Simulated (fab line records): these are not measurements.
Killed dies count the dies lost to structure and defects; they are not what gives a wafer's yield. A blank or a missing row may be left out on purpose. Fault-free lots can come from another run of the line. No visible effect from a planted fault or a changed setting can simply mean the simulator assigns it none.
Which of the tools did it? || flow berkeleyCmos170 || 42 wafers from 14 lots sampled at 4 of the route's 331 steps

WHAT THE GAUGES SHOWED, per wafer
UCB170_PWELL_THK_MEAS_03.
{"lot": "L783", "measured": "day 2 20:39", "on": "filmMetro-01", "PWELL_OXIDE_THK (nm)": "26.3 26.6 26.9"}
{"lot": "L784", "measured": "day 2 20:38", "on": "filmMetro-04", "PWELL_OXIDE_THK (nm)": "26.5 26.3 26.4"}
{"lot": "L785", "measured": "day 3 03:13", "on": "filmMetro-01", "PWELL_OXIDE_THK (nm)": "25.8 26.4 26.0"}
{"lot": "L786", "measured": "day 3 11:02", "on": "filmMetro-04", "PWELL_OXIDE_THK (nm)": "26.3 26.7 26.2"}
{"lot": "L787", "measured": "day 3 11:01", "on": "filmMetro-03", "PWELL_OXIDE_THK (nm)": "26.0 26.1 25.8"}
{"lot": "L788", "measured": "day 3 12:23", "on": "filmMetro-01", "PWELL_OXIDE_THK (nm)": "26.4 26.4 26.9"}
{"lot": "L789", "measured": "day 3 22:17", "on": "filmMetro-04", "PWELL_OXIDE_THK (nm)": "26.2 26.2 26.2"}
{"lot": "L790", "measured": "day 4 03:08", "on": "filmMetro-01", "PWELL_OXIDE_THK (nm)": "25.7 25.6 25.4"}
{"lot": "L791", "measured": "day 4 08:49", "on": "filmMetro-04", "PWELL_OXIDE_THK (nm)": "26.2 26.5 26.3"}
{"lot": "L792", "measured": "day 4 14:20", "on": "filmMetro-03", "PWELL_OXIDE_THK (nm)": "27.0 27.0 26.7"}
{"lot": "L793", "measured": "day 4 21:55", "on": "filmMetro-04", "PWELL_OXIDE_THK (nm)": "25.6 25.4 25.5"}
{"lot": "L794", "measured": "day 4 21:56", "on": "filmMetro-01", "PWELL_OXIDE_THK (nm)": "25.9 25.8 25.7"}
{"lot": "L801", "measured": "day 6 07:50", "on": "filmMetro-04", "PWELL_OXIDE_THK (nm)": "25.7 26.2 25.7"}
{"lot": "L803", "measured": "day 7 01:48", "on": "filmMetro-03", "PWELL_OXIDE_THK (nm)": "27.0 27.5 27.2"}

UCB170_PFIELD_TW_MEAS_09.
{"lot": "L783", "measured": "day 4 10:06", "on": "filmMetro-04", "PFIELD_TW": "613 608 609"}
{"lot": "L784", "measured": "day 4 14:26", "on": "filmMetro-02", "PFIELD_TW": "592 595 593"}
{"lot": "L785", "measured": "day 4 15:25", "on": "filmMetro-03", "PFIELD_TW": "607 602 603"}
{"lot": "L786", "measured": "day 5 07:08", "on": "filmMetro-03", "PFIELD_TW": "599 597 599"}
{"lot": "L787", "measured": "day 5 07:22", "on": "filmMetro-02", "PFIELD_TW": "601 602 597"}
{"lot": "L788", "measured": "day 5 07:40", "on": "filmMetro-04", "PFIELD_TW": "607 607 610"}
{"lot": "L789", "measured": "day 5 16:32", "on": "filmMetro-02", "PFIELD_TW": "598 597 597"}
{"lot": "L790", "measured": "day 5 20:20", "on": "filmMetro-03", "PFIELD_TW": "601 602 599"}
{"lot": "L791", "measured": "day 6 04:43", "on": "filmMetro-03", "PFIELD_TW": "599 602 600"}
{"lot": "L792", "measured": "day 6 11:27", "on": "filmMetro-04", "PFIELD_TW": "610 607 610"}
{"lot": "L793", "measured": "day 6 18:48", "on": "filmMetro-04", "PFIELD_TW": "608 608 614"}
{"lot": "L794", "measured": "day 6 20:45", "on": "filmMetro-03", "PFIELD_TW": "598 599 599"}
{"lot": "L801", "measured": "day 8 06:07", "on": "filmMetro-02", "PFIELD_TW": "597 597 598"}
{"lot": "L803", "measured": "day 8 18:35", "on": "filmMetro-03", "PFIELD_TW": "604 602 600"}

WHAT TOOL EACH LOT RAN ON (gives the tool, then ch and the chambers of the sampled wafers, and finally the start)
{"lot": "L783", "UCB170_ZERO_ETCH_06": "rieDiel-02 ch 0,3, day 1 21:59", "UCB170_PFIELD_STRIP_08": "plasmaAsher-04 ch 0,1, day 4 09:59"}
{"lot": "L784", "UCB170_ZERO_ETCH_06": "rieDiel-04 ch 2,3, day 2 01:37", "UCB170_PFIELD_STRIP_08": "plasmaAsher-03 ch 0,1, day 4 14:20"}
{"lot": "L785", "UCB170_ZERO_ETCH_06": "rieDiel-02 ch 1,2, day 2 08:49", "UCB170_PFIELD_STRIP_08": "plasmaAsher-02 ch 0,1, day 4 15:20"}
{"lot": "L786", "UCB170_ZERO_ETCH_06": "rieDiel-04 ch 0,1,2, day 2 12:26", "UCB170_PFIELD_STRIP_08": "plasmaAsher-02 ch 0,1, day 5 07:01"}
{"lot": "L787", "UCB170_ZERO_ETCH_06": "rieDiel-01 ch 1,2, day 2 14:11", "UCB170_PFIELD_STRIP_08": "plasmaAsher-04 ch 1, day 5 07:16"}
{"lot": "L788", "UCB170_ZERO_ETCH_06": "rieDiel-02 ch 0,1,3, day 2 18:42", "UCB170_PFIELD_STRIP_08": "plasmaAsher-03 ch 0,1, day 5 07:34"}
{"lot": "L789", "UCB170_ZERO_ETCH_06": "rieDiel-02 ch 1,2,3, day 3 01:00", "UCB170_PFIELD_STRIP_08": "plasmaAsher-03 ch 0,1, day 5 16:28"}
{"lot": "L790", "UCB170_ZERO_ETCH_06": "rieDiel-04 ch 1,2, day 3 08:22", "UCB170_PFIELD_STRIP_08": "plasmaAsher-03 ch 0,1, day 5 20:15"}
{"lot": "L791", "UCB170_ZERO_ETCH_06": "rieDiel-02 ch 0,2,3, day 3 10:28", "UCB170_PFIELD_STRIP_08": "plasmaAsher-03 ch 0,1, day 6 04:37"}
{"lot": "L792", "UCB170_ZERO_ETCH_06": "rieDiel-01 ch 1,3, day 3 15:46", "UCB170_PFIELD_STRIP_08": "plasmaAsher-04 ch 0,1, day 6 11:20"}
{"lot": "L793", "UCB170_ZERO_ETCH_06": "rieDiel-04 ch 1,3, day 3 21:19", "UCB170_PFIELD_STRIP_08": "plasmaAsher-02 ch 0, day 6 18:41"}
{"lot": "L794", "UCB170_ZERO_ETCH_06": "rieDiel-04 ch 0,1,2, day 4 02:07", "UCB170_PFIELD_STRIP_08": "plasmaAsher-02 ch 0,1, day 6 20:40"}
{"lot": "L801", "UCB170_ZERO_ETCH_06": "rieDiel-01 ch 0,1, day 5 13:34", "UCB170_PFIELD_STRIP_08": "plasmaAsher-04 ch 0,1, day 8 06:01"}
{"lot": "L803", "UCB170_ZERO_ETCH_06": "rieDiel-01 ch 0,1, day 5 23:00", "UCB170_PFIELD_STRIP_08": "plasmaAsher-04 ch 0,1, day 8 18:30"}
- UCB170_ZERO_ETCH_06: etches SiO2 in CHF3/CF4/Ar, time 12 s.
- UCB170_PFIELD_STRIP_08: strips in O2.

AS READ BY THE TOOLS THEMSELVES (means over the sampled wafers that have a number; for cases with no such wafer, the mark the record gives instead)
UCB170_ZERO_ETCH_06.
{"lot": "L783", "tool": "rieDiel-02", "CHF3_flow_sccm (sccm)": 50.00, "chamberPressureMTorr (mTorr)": 99.98, "drypumpMotorCurrentA (A)": 5.3, "oesProductAu (a.u.)": 0.612, "throttleValvePct (%)": 9.17}
{"lot": "L784", "tool": "rieDiel-04", "CHF3_flow_sccm (sccm)": 49.98, "chamberPressureMTorr (mTorr)": 100.08, "drypumpMotorCurrentA (A)": 5.2, "oesProductAu (a.u.)": 0.611, "throttleValvePct (%)": 9.26}
{"lot": "L785", "tool": "rieDiel-02", "CHF3_flow_sccm (sccm)": 49.96, "chamberPressureMTorr (mTorr)": 99.97, "drypumpMotorCurrentA (A)": 5.7, "oesProductAu (a.u.)": 0.609, "throttleValvePct (%)": 9.45}
{"lot": "L786", "tool": "rieDiel-04", "CHF3_flow_sccm (sccm)": 49.99, "chamberPressureMTorr (mTorr)": 99.95, "drypumpMotorCurrentA (A)": 5.5, "oesProductAu (a.u.)": 0.615, "throttleValvePct (%)": 9.29}
{"lot": "L787", "tool": "rieDiel-01", "CHF3_flow_sccm (sccm)": 50.17, "chamberPressureMTorr (mTorr)": 100.03, "drypumpMotorCurrentA (A)": 5.4, "oesProductAu (a.u.)": 0.617, "throttleValvePct (%)": 9.30}
{"lot": "L788", "tool": "rieDiel-02", "CHF3_flow_sccm (sccm)": 49.98, "chamberPressureMTorr (mTorr)": 99.99, "drypumpMotorCurrentA (A)": 5.5, "oesProductAu (a.u.)": 0.602, "throttleValvePct (%)": 9.28}
{"lot": "L789", "tool": "rieDiel-02", "CHF3_flow_sccm (sccm)": 49.82, "chamberPressureMTorr (mTorr)": 100.01, "drypumpMotorCurrentA (A)": 5.4, "oesProductAu (a.u.)": 0.613, "throttleValvePct (%)": 9.31}
{"lot": "L790", "tool": "rieDiel-04", "CHF3_flow_sccm (sccm)": 49.98, "chamberPressureMTorr (mTorr)": 99.88, "drypumpMotorCurrentA (A)": 5.6, "oesProductAu (a.u.)": 0.609, "throttleValvePct (%)": 9.24}
{"lot": "L791", "tool": "rieDiel-02", "CHF3_flow_sccm (sccm)": 49.94, "chamberPressureMTorr (mTorr)": 99.93, "drypumpMotorCurrentA (A)": 5.2, "oesProductAu (a.u.)": 0.614, "throttleValvePct (%)": 9.22}
{"lot": "L792", "tool": "rieDiel-01", "CHF3_flow_sccm (sccm)": 50.29, "chamberPressureMTorr (mTorr)": 99.89, "drypumpMotorCurrentA (A)": 5.3, "oesProductAu (a.u.)": 0.624, "throttleValvePct (%)": 9.38}
{"lot": "L793", "tool": "rieDiel-04", "CHF3_flow_sccm (sccm)": 50.05, "chamberPressureMTorr (mTorr)": 100.05, "drypumpMotorCurrentA (A)": 5.4, "oesProductAu (a.u.)": 0.615, "throttleValvePct (%)": 9.44}
{"lot": "L794", "tool": "rieDiel-04", "CHF3_flow_sccm (sccm)": 49.94, "chamberPressureMTorr (mTorr)": 100.02, "drypumpMotorCurrentA (A)": 5.5, "oesProductAu (a.u.)": 0.612, "throttleValvePct (%)": 9.29}
{"lot": "L801", "tool": "rieDiel-01", "CHF3_flow_sccm (sccm)": 49.98, "chamberPressureMTorr (mTorr)": 100.00, "drypumpMotorCurrentA (A)": 5.0, "oesProductAu (a.u.)": 0.616, "throttleValvePct (%)": 9.19}
{"lot": "L803", "tool": "rieDiel-01", "CHF3_flow_sccm (sccm)": 50.12, "chamberPressureMTorr (mTorr)": 100.00, "drypumpMotorCurrentA (A)": 5.0, "oesProductAu (a.u.)": 0.616, "throttleValvePct (%)": 9.20}

UCB170_PFIELD_STRIP_08.
{"lot": "L783", "tool": "plasmaAsher-04", "chamberPressureMTorr (mTorr)": 3500, "drypumpMotorCurrentA (A)": 5.71, "oesProductAu (a.u.)": 0.734, "stripTimeToEndpointS (s)": 21.58}
{"lot": "L784", "tool": "plasmaAsher-03", "chamberPressureMTorr (mTorr)": 3500, "drypumpMotorCurrentA (A)": 5.65, "oesProductAu (a.u.)": 0.734, "stripTimeToEndpointS (s)": 21.54}
{"lot": "L785", "tool": "plasmaAsher-02", "chamberPressureMTorr (mTorr)": 3499, "drypumpMotorCurrentA (A)": 5.87, "oesProductAu (a.u.)": 0.733, "stripTimeToEndpointS (s)": 21.62}
{"lot": "L786", "tool": "plasmaAsher-02", "chamberPressureMTorr (mTorr)": 3498, "drypumpMotorCurrentA (A)": 5.85, "oesProductAu (a.u.)": 0.736, "stripTimeToEndpointS (s)": 21.65}
{"lot": "L787", "tool": "plasmaAsher-04", "chamberPressureMTorr (mTorr)": 3501, "drypumpMotorCurrentA (A)": 5.66, "oesProductAu (a.u.)": 0.730, "stripTimeToEndpointS (s)": 21.63}
{"lot": "L788", "tool": "plasmaAsher-03", "chamberPressureMTorr (mTorr)": 3498, "drypumpMotorCurrentA (A)": 5.83, "oesProductAu (a.u.)": 0.735, "stripTimeToEndpointS (s)": 21.67}
{"lot": "L789", "tool": "plasmaAsher-03", "chamberPressureMTorr (mTorr)": 3503, "drypumpMotorCurrentA (A)": 5.68, "oesProductAu (a.u.)": 0.736, "stripTimeToEndpointS (s)": 21.64}
{"lot": "L790", "tool": "plasmaAsher-03", "chamberPressureMTorr (mTorr)": 3500, "drypumpMotorCurrentA (A)": 5.87, "oesProductAu (a.u.)": 0.735, "stripTimeToEndpointS (s)": 21.54}
{"lot": "L791", "tool": "plasmaAsher-03", "chamberPressureMTorr (mTorr)": 3501, "drypumpMotorCurrentA (A)": 5.68, "oesProductAu (a.u.)": 0.734, "stripTimeToEndpointS (s)": 21.63}
{"lot": "L792", "tool": "plasmaAsher-04", "chamberPressureMTorr (mTorr)": 3499, "drypumpMotorCurrentA (A)": 5.78, "oesProductAu (a.u.)": 0.731, "stripTimeToEndpointS (s)": 21.65}
{"lot": "L793", "tool": "plasmaAsher-02", "chamberPressureMTorr (mTorr)": 3505, "drypumpMotorCurrentA (A)": 6.00, "oesProductAu (a.u.)": 0.733, "stripTimeToEndpointS (s)": 21.56}
{"lot": "L794", "tool": "plasmaAsher-02", "chamberPressureMTorr (mTorr)": 3500, "drypumpMotorCurrentA (A)": 5.74, "oesProductAu (a.u.)": 0.734, "stripTimeToEndpointS (s)": 21.58}
{"lot": "L801", "tool": "plasmaAsher-04", "chamberPressureMTorr (mTorr)": "-", "drypumpMotorCurrentA (A)": "-", "oesProductAu (a.u.)": "-", "stripTimeToEndpointS (s)": "-"}
{"lot": "L803", "tool": "plasmaAsher-04", "chamberPressureMTorr (mTorr)": "-", "drypumpMotorCurrentA (A)": "-", "oesProductAu (a.u.)": "-", "stripTimeToEndpointS (s)": "-"}

THE ANSWER, worked out from the rows above alone
Rule: what is usual is taken from the lots themselves. The widest of any qualifying gaps counts: lots, ordered by their means at a reading, are off when they make up no more than a third of the lots, leave a main group of 4 or more, and stand apart from it by 3 or more times the standard deviation of that group's means. Not used: any main group whose means are identical at the precision the tables above print for the reading. A lot without any number at a reading at which 4 lots or more have one is off too. Any other lot the step has rows for is counted as sound. After the gauges, taken in route order, come the tools' own readings; for these a lot's mean is taken, as printed above. At the first step where some lot is off, the reading lying furthest off is the one used; lots without a number count as furthest.
Off at UCB170_PFIELD_STRIP_08 (chamberPressureMTorr): L801, L803. Without a number there: L801, L803. For the main group the mean is 3500 mTorr and the standard deviation 1.9.
If a tool, at that step or one of the process steps before it, ran each lot that is off and ran no sound lot following the first of them, it fits. Undecided on this evidence; 2 tools fit (rieDiel-01 at UCB170_ZERO_ETCH_06, plasmaAsher-04 at UCB170_PFIELD_STRIP_08).

WHAT THE SIMULATOR HAD INSERTED
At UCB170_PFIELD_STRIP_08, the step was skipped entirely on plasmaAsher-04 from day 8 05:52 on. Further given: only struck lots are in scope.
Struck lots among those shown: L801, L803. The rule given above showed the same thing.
